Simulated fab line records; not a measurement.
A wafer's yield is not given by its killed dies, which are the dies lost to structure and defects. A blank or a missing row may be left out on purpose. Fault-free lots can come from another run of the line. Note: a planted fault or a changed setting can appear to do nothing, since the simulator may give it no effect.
Problem report, 8D (eight disciplines) form, completed by code || flow berkeley-cmos170 || the parts of the form that need people (team, actions taken, sign-off) are left out

## 1. PROBLEM STATEMENT
heater-power-total-W at UCB170_NSD_PEB_04 reads a mean of 57.42 W on 6 wafers of 2 lots; wafers without a fault read 56.80 W with a standard deviation of 0.043. That is +15 standard deviations from the usual mean.
The first sign was on wafer L187.2 at day 9 10:49, on litho-track-03. The record has a number at this step for 42 wafers belonging to 14 lots. Rule for "out", or "out of limits": more than 4 standard deviations from the usual mean. Any other wafer with a number is counted as sound.

## 2. WHAT IT IS, WHAT IT ISN'T
{"question": "which readings at this step", "is": "heater-power-total-W", "is not": "-"}
{"question": "which lots", "is": "L187, L190", "is not": "L175, L176, L177, L178, L179, L180, L181, L191, L192, L194, L195, L197"}
{"question": "which wafers of those lots", "is": "all that have a number", "is not": "-"}
{"question": "read on which tools", "is": "litho-track-03", "is not": "litho-track-01, litho-track-02"}
{"question": "when", "is": "from day 9 10:49", "is not": "up to then (21 sound wafers); but 15 sound wafers of L191, L192, L194, L195, L197 came after"}

## 3. WHAT RULES OUT EACH SUSPECT
Counting: any tool at a process step up to the reading is kept as a suspect provided that every lot that is out went through it and no sound lot did after the first of them.
- litho-track-03 at UCB170_NSD_PEB_04: kept. It ran every lot that is out, first L187 (day 9 10:49), and no sound lot after that; its last sound lot up to then is L179 (day 7 15:14). Its own heater-power-total-W readings are out on those wafers.
The count leaves litho-track-03 at UCB170_NSD_PEB_04.

## 4. THE CAUSE (what the simulator had put in)
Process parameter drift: litho-track-03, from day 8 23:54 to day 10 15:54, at UCB170_NSD_PEB_04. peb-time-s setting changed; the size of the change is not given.
After counting, this tool was the only one left.

## 5. THE CHAIN OF EFFECTS, in route order
One row per reading whose mean, taken over the struck wafers that have a number, lies over 3 standard deviations from the usual. Only readings for which the record gives a usual standard deviation are gone through. hours: the time from each lot's start at the first step in this table that gives one to its start at this step, as a median over the lots. sigmas: the change in usual standard deviations.
{"hours": 0, "step": "UCB170_NSD_PEB_04", "reading": "heater-power-total-W", "usual": "56.80 W", "on struck wafers": 57.42, "change": "+0.62", "sigmas": "+15"}
The process steps in it:
- UCB170_NSD_PEB_04
Readings that are blank on the struck wafers while sound wafers have them: plate-temp-C at UCB170_NSD_PEB_04.

## 6. WHAT WOULD HAVE CAUGHT IT SOONER
In this record no reading fell out of limits until day 9 10:49, 11 hours after the fault had begun at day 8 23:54.
